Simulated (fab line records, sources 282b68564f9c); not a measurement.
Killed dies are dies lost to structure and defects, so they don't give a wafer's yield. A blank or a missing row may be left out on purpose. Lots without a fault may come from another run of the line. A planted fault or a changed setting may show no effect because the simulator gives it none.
Which tool did it? | flow rit_cmos | 14 lots, 42 wafers sampled, at 2 steps of a route of 202

WHAT THE GAUGES READ, wafer by wafer
RIT_M1_CD_MEAS_09: target cd 2600 nm. Usual: cd_nm 2599.4 nm, standard deviation 2.2.
lot  | measured    | on        | cd_nm (nm)           | flag
L258 | day 3 10:16 | cd_sem-02 | 2599.0 2599.3 2598.0 |
L259 | day 3 15:47 | cd_sem-02 | 2599.8 2599.4 2598.1 |
L260 | day 3 17:35 | cd_sem-02 | 2603.8 2601.8 2603.9 |
L261 | day 3 21:59 | cd_sem-02 | 2596.6 2596.2 2597.1 |
L263 | day 4 11:40 | cd_sem-01 | 2599.4 2600.0 2597.5 |
L267 | day 5 10:43 | cd_sem-02 | 2599.5 2599.5 2598.8 |
L268 | day 5 15:32 | cd_sem-02 | 2534.8 2534.1 2533.6 | OFF
L272 | day 6 10:36 | cd_sem-01 | 2545.7 2545.3 2547.8 | OFF
L274 | day 6 17:06 | cd_sem-02 | 2597.7 2600.4 2599.9 |
L275 | day 7 01:05 | cd_sem-02 | 2598.1 2599.7 2595.0 |
L276 | day 7 02:33 | cd_sem-02 | 2601.7 2600.1 2602.4 |
L277 | day 7 07:53 | cd_sem-02 | 2600.3 2600.0 2600.1 |
L278 | day 7 14:16 | cd_sem-01 | 2598.1 2598.1 2597.4 |
L281 | day 8 05:53 | cd_sem-02 | 2593.0 2595.6 2594.3 |

WHICH TOOL RAN EACH LOT (tool, then ch and the chambers of the sampled wafers, then the start)
lot  | RIT_M1_EXPOSE_06
L258 | iline_stepper-01 ch 0, day 3 09:40
L259 | iline_stepper-02 ch 0, day 3 15:13
L260 | iline_stepper-01 ch 0, day 3 17:09
L261 | iline_stepper-02 ch 0, day 3 21:34
L263 | iline_stepper-01 ch 0, day 4 11:14
L267 | iline_stepper-01 ch 0, day 5 10:17
L268 | iline_stepper-02 ch 0, day 5 15:07
L272 | iline_stepper-02 ch 0, day 6 10:10
L274 | iline_stepper-01 ch 0, day 6 16:40
L275 | iline_stepper-01 ch 0, day 7 00:39
L276 | iline_stepper-01 ch 0, day 7 02:07
L277 | iline_stepper-01 ch 0, day 7 07:27
L278 | iline_stepper-01 ch 0, day 7 13:50
L281 | iline_stepper-01 ch 0, day 8 05:28
- RIT_M1_EXPOSE_06: exposes mask M12, target cd 2600 nm.

WHAT THE TOOLS THEMSELVES READ (means of the sampled wafers that have a number; where no wafer has one, the mark that the record gives instead)
RIT_M1_EXPOSE_06. Usual: exposure_dose_mJ_cm2 249.98, standard deviation 0.21.
lot  | tool             | exposure_dose_mJ_cm2 | flag
L258 | iline_stepper-01 | 250.19               |
L259 | iline_stepper-02 | 250.08               |
L260 | iline_stepper-01 | 250.20               |
L261 | iline_stepper-02 | 250.09               |
L263 | iline_stepper-01 | 249.91               |
L267 | iline_stepper-01 | 250.06               |
L268 | iline_stepper-02 | 314.60               | OFF
L272 | iline_stepper-02 | 301.77               | OFF
L274 | iline_stepper-01 | 250.13               |
L275 | iline_stepper-01 | 249.95               |
L276 | iline_stepper-01 | 249.97               |
L277 | iline_stepper-01 | 249.98               |
L278 | iline_stepper-01 | 249.76               |
L281 | iline_stepper-01 | 249.97               |

THE ANSWER, worked out from the rows above alone
Rule: a lot is off if the mean of its wafers that have a number lies more than 3 standard deviations from the usual mean. A lot without any number at a reading at which 4 lots or more have one is off too. The other lots that the step has rows for count as sound. The gauges are gone through in route order, then the tools' own readings, and for those a lot's mean is taken as printed above. The first step at which some lot is off is used, and at that step the reading that is off furthest; a lot without a number counts as furthest.
Off: L268, L272, at RIT_M1_CD_MEAS_09 (cd_nm).
A tool fits if, at a process step before that reading, it ran every lot that is off, and no sound lot after the first of them. The gauges at RIT_M1_CD_MEAS_09 aren't tried: what is off there is off at RIT_M1_EXPOSE_06 too, on other tools, and a gauge's error can't cause that. One fits: iline_stepper-02 at RIT_M1_EXPOSE_06. Its last sound lot is L261 (day 3 21:34), its first lot that is off L268 (day 5 15:07): a fault that began between those two fits.
The tool's own readings at RIT_M1_EXPOSE_06 bear it out: on the lots that are off they differ by more than 5 times the standard deviation of the sound lots' means. exposure_dose_mJ_cm2 reads 308.19 there against 250.02 on the sound lots.

WHAT THE SIMULATOR HAD PUT IN
Process parameter drift: iline_stepper-02, from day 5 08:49 on, at RIT_M1_EXPOSE_06. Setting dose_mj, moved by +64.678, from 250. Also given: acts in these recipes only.
Lots struck among those shown: L268, L272. The rule above found the same.
